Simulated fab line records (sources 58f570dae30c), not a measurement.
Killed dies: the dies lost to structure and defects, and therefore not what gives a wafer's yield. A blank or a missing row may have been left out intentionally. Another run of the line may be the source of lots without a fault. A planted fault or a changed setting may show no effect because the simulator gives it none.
Which tool is to blame? -- flow berkeley-cmos170 -- 15 lots with 45 wafers sampled at 2 steps, on a route of 331 steps

== WHAT THE GAUGES SHOWED, per wafer ==
UCB170_GATE_THK_MEAS_02. Usual: for GATE_OXIDE_THK the level is 6.56 nm and the standard deviation is 0.14.
lot,measured,on,GATE_OXIDE_THK (nm),flag
L259,day 6 23:33,film-metro-02,6.38 6.40 6.30,
L260,day 6 23:34,film-metro-01,6.40 6.33 6.41,
L263,day 7 18:22,film-metro-04,6.49 6.58 6.54,
L265,day 7 18:22,film-metro-01,6.58 6.60 6.59,
L262,day 7 18:25,film-metro-04,6.69 6.70 6.74,
L267,day 8 10:23,film-metro-02,6.54 6.64 6.66,
L268,day 8 10:23,film-metro-04,6.55 6.58 6.49,
L269,day 9 07:19,film-metro-02,6.64 6.76 6.83,
L270,day 9 07:21,film-metro-02,6.57 6.58 6.75,
L273,day 9 14:47,film-metro-02,6.66 6.42 6.45,
L274,day 10 00:10,film-metro-01,6.17 6.24 6.15,
L275,day 10 00:10,film-metro-02,6.58 6.52 6.44,
L276,day 10 00:14,film-metro-02,6.52 6.58 6.55,
L281,day 11 02:08,film-metro-01,6.60 6.62 6.74,
L282,day 11 06:21,film-metro-02,6.57 6.62 6.67,

UCB170_NLDD_OVL_MEAS_07. Usual: for NLDD_OVL the level is -1 nm and the standard deviation is 5.1.
lot,measured,on,NLDD_OVL (nm),flag
L259,day 7 18:25,overlay-02,6 -4 -7,
L260,day 7 18:41,overlay-02,-3 -5 -4,
L263,day 8 06:12,overlay-01,-4 -7 -1,
L265,day 8 06:38,overlay-01,2 13 3,
L262,day 8 07:17,overlay-02,-4 2 0,
L267,day 8 23:31,overlay-02,2 3 7,
L268,day 8 22:48,overlay-02,-1 4 -5,
L269,day 9 19:42,overlay-01,-2 0 -1,
L270,day 9 20:04,overlay-02,0 1 3,
L273,day 10 05:55,overlay-01,-2 0 -4,
L274,day 10 11:05,overlay-01,1 1 -1,
L275,day 10 11:38,overlay-01,-3 -5 -6,
L276,day 10 12:22,overlay-02,6 5 0,
L281,day 11 16:05,overlay-01,6 9 4,
L282,day 11 19:07,overlay-02,-5 1 -7,

== TOOL THAT RAN EACH LOT (tool first, then ch and the chambers of the sampled wafers, then the start) ==
There is no process step in the record ahead of these readings.

== WHAT THE TOOLS THEMSELVES READ (means of the sampled wafers that have a number; where no wafer has one, the mark that the record gives instead) ==
The record holds no such reading with a usual standard deviation.

== THE ANSWER, worked out from the rows above alone ==
Rule: lot off if the mean of its wafers having a number is beyond 3 standard deviations from the usual mean. Also off: a lot with no number at a reading for which 4 or more lots have one. All remaining lots with rows at the step are treated as sound. After the gauges, taken in route order, come the tools' own readings; for these a lot's mean is taken, as printed above. At the first step where some lot is off, the reading lying furthest off is the one used; lots without a number count as furthest.
Across all readings shown, no lot is off: no conclusion can be drawn from this.

== WHAT THE SIMULATOR HAD PUT IN ==
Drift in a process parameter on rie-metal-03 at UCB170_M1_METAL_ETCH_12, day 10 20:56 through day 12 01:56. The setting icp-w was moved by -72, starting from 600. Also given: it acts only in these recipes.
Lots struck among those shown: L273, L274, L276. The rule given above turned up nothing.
